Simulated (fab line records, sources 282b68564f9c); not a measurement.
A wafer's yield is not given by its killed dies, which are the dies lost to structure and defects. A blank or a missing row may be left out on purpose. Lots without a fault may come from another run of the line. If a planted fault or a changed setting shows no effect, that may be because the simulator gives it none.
Problem report, 8D (eight disciplines) form, completed by code / flow rit-cmos / the parts of the form that need people (team, actions taken, sign-off) are left out

## 1. WHAT WENT WRONG
rf-fwd-power-W at RIT_CONTACT_ETCH_11 reads a mean of 230.8 W on 3 wafers of 3 lots; wafers without a fault read 199.5 W with a standard deviation of 0.62. That is +51 standard deviations from the usual mean.
The step: etches SiO2 in CHF3/CF4/Ar, stops on TiSi2, target depth 480 nm, time 320 s.
The first sign was on wafer L307.4 at day 6 12:49, on rie-diel-02. The record has a number at this step for 21 wafers belonging to 7 lots. Rule for "out" (also "out of limits"): further than 4 standard deviations from the usual mean. Any other wafer with a number is counted as sound.

## 2. WHAT IT IS AND WHAT IT IS NOT
question=which readings at this step | is=rf-fwd-power-W | is not=drypump-motor-current-A, oes-product-au, throttle-valve-pct
question=which lots | is=L307, L308, L309 | is not=L294, L295, L310, L313
question=which wafers of those lots | is=L307.4, L308.5, L309.3 | is not=L307.1, L307.3, L308.1, L308.6, L309.2, L309.6
question=read on which tools | is=rie-diel-02 | is not=rie-diel-01
question=when | is=from day 6 12:49 | is not=up to then (8 sound wafers); but 10 sound wafers of L308, L309, L310, L313 came after

## 3. THE SUSPECTS, EACH WITH WHAT RULES IT OUT
Counting: if a tool at a process step up to the reading ran every lot that is out, it stays a suspect. Sound lots after the first of them don't rule it out here, since some wafers of a struck lot are sound.
- rie-diel-02 at RIT_CONTACT_ETCH_11 (etches SiO2 in CHF3/CF4/Ar, stops on TiSi2, target depth 480 nm, time 320 s): kept. Every lot that is out went through it, the first being L307 (day 6 12:49); the last sound lot it ran before that was L294 (day 4 02:19). On those wafers its own readings are out: rf-fwd-power-W.
- In rie-diel-02 at RIT_CONTACT_ETCH_11, the wafers that are out were processed in chamber 0 and their sound lot-mates in chambers 1, 2, 3.
The count leaves rie-diel-02 at RIT_CONTACT_ETCH_11.

## 4. THE CAUSE (what the simulator had put in)
rie-diel-02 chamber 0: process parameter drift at RIT_CONTACT_ETCH_11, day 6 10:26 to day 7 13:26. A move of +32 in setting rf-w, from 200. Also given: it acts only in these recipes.
The count eliminated every tool but this one.

## 5. THE CHAIN OF EFFECTS, in route order
Rows list readings where the struck wafers' mean (over those with a number) sits beyond 3 standard deviations from the usual. Only readings whose record carries a usual standard deviation are examined. hours: median over the lots of the time between each lot's start at the first step of this table that gives one and its start at this step. sigmas: the change, counted in usual standard deviations.
hours=0; step=RIT_CONTACT_ETCH_11; reading=rf-fwd-power-W; usual=199.5 W; on struck wafers=230.8; change=+31.3; sigmas=+51
Here are the process steps it includes:
- RIT_CONTACT_ETCH_11: etches SiO2 in CHF3/CF4/Ar, stops on TiSi2, target depth 480 nm, time 320 s.

## 6. WHAT WOULD HAVE CAUGHT IT SOONER
First out-of-limits reading in this record: day 6 12:49, which is 2 hours after fault onset at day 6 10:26.
